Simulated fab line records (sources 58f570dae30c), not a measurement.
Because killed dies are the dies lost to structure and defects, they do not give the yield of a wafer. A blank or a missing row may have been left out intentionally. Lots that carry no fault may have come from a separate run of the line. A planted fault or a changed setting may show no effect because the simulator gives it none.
A struck lot beside a sound one    flow berkeley_cmos170    19 out of 331 route steps
Sound: these wafers, L362.1, L362.4, L362.5. The struck wafers were L379.3, L379.4, L379.5. At the end, the cause is stated.
Per side, at each step with rows, come the tool, then ch with its chambers, and then its first start. Under that, the readings that differ: sound wafers    struck wafers    difference of the means    sigmas: that difference in standard deviations of wafers without a fault.
alike: readings whose means differ by less than 2 such deviations, and words and numbers that are the same on both sides. not compared: withheld readings, readings that some wafer has no value for, bounds like >300 that may hide the same value, and numbers for which the record gives no deviation and whose values overlap.
The two part at a step that has a row with sigmas, a row that says differs or no value, or rows on one side only. Numbers that don't overlap but have no deviation are shown without sigmas and don't part them. A reading missing from all wafers of one side parts the sides only when that side holds two or more wafers.

UCB170_ZERO_STRIP_07: strips in O2.
  sound on plasma_asher-01 ch 0,1, day 2 23:17; struck on plasma_asher-02 ch 0,1, day 6 11:10
reading                       sound              struck             difference  sigmas
strip_time_to_endpoint_s (s)  21.59 21.54 21.51  21.33 21.36 21.41  -0.18       -2
  alike: drypump_motor_current_A, oes_product_au
  not compared: rf_hours_counter_h
then, 2 steps without rows for these wafers: UCB170_NWELL_WET_ETCH_00 (etches SiO2 in dHF, time 200 s); UCB170_NWELL_OXIDATION_01 (target thk 26.4 nm, ox time 1260 s).
UCB170_NWELL_THK_MEAS_02:
  sound on film_metro-02, day 3 04:46; struck on film_metro-04, day 6 15:52
reading               sound           struck          difference  sigmas
NWELL_OXIDE_THK (nm)  26.9 26.8 26.7  25.1 25.0 25.1  -1.7        -3
then, 2 steps without rows for these wafers: UCB170_NWELL_ANNEAL_03 (time 900 s); UCB170_NWELL_CVD_04 (deposits Si3N4 from SiH2Cl2/NH3, target thk 224 nm, time 3360 s).
UCB170_NWELL_THK_MEAS_05:
  sound on film_metro-02, day 3 09:56; struck on film_metro-04, day 6 22:03
  alike: NWELL_NITRIDE_THK
then, 5 steps without rows for these wafers: UCB170_NWELL_HMDS_06 (prime time 60 s); UCB170_NWELL_COAT_07 (resist thk 900 nm); UCB170_NWELL_SOFTBAKE_08 (time 60 s); UCB170_NWELL_EXPOSE_09 (exposes mask NWELL, target cd 3000 nm); UCB170_NWELL_PEB_10.
UCB170_NWELL_DEVELOP_11: develop time 45 s.
  sound on litho_track-01 ch 0, day 3 11:00; struck on litho_track-02 ch 0, day 6 22:00
UCB170_NWELL_OVL_MEAS_12:
  sound on overlay-02, day 3 12:07; struck on overlay-01, day 6 22:57
  alike: NWELL_OVL
UCB170_NWELL_ETCH_13: etches Si3N4 in CH3F/Ar/O2, stops on SiO2, target depth 246.4 nm, time 154 s.
  sound on rie_diel-03 ch 0,1,2, day 3 12:10; struck on rie_diel-01 ch 0,1,2, day 6 22:58
  alike: drypump_motor_current_A, oes_product_au, throttle_valve_pct
  not compared: rf_hours_counter_h
following that, these wafers have no rows for 1 step: UCB170_NWELL_IMPLANT_14.
UCB170_NWELL_STRIP_15: strips in O2.
  sound on plasma_asher-04 ch 0,1, day 3 12:25; struck on plasma_asher-02 ch 0,1, day 6 23:16
reading                       sound              struck             difference  sigmas
drypump_motor_current_A (A)   4.6 5.3 4.6        6.3 5.8 6.3        +1.3        +2
strip_time_to_endpoint_s (s)  17.91 17.89 18.01  18.21 18.18 18.24  +0.27       +3
  alike: oes_product_au
  not compared: rf_hours_counter_h
UCB170_NWELL_TW_MEAS_16:
  sound on film_metro-02, day 3 12:31; struck on film_metro-01, day 6 23:20
reading   sound           struck       difference  sigmas
NWELL_TW  1236 1235 1238  373 377 369  -863        -72
then, 1 step without rows for these wafers: UCB170_NWELL_CLEAN_17 (cleans in SPM, time 600 s).

## WHERE THEY PART
Earliest at UCB170_ZERO_STRIP_07; latest, in this record, at UCB170_NWELL_TW_MEAS_16.

WHY: the cause the simulator had injected
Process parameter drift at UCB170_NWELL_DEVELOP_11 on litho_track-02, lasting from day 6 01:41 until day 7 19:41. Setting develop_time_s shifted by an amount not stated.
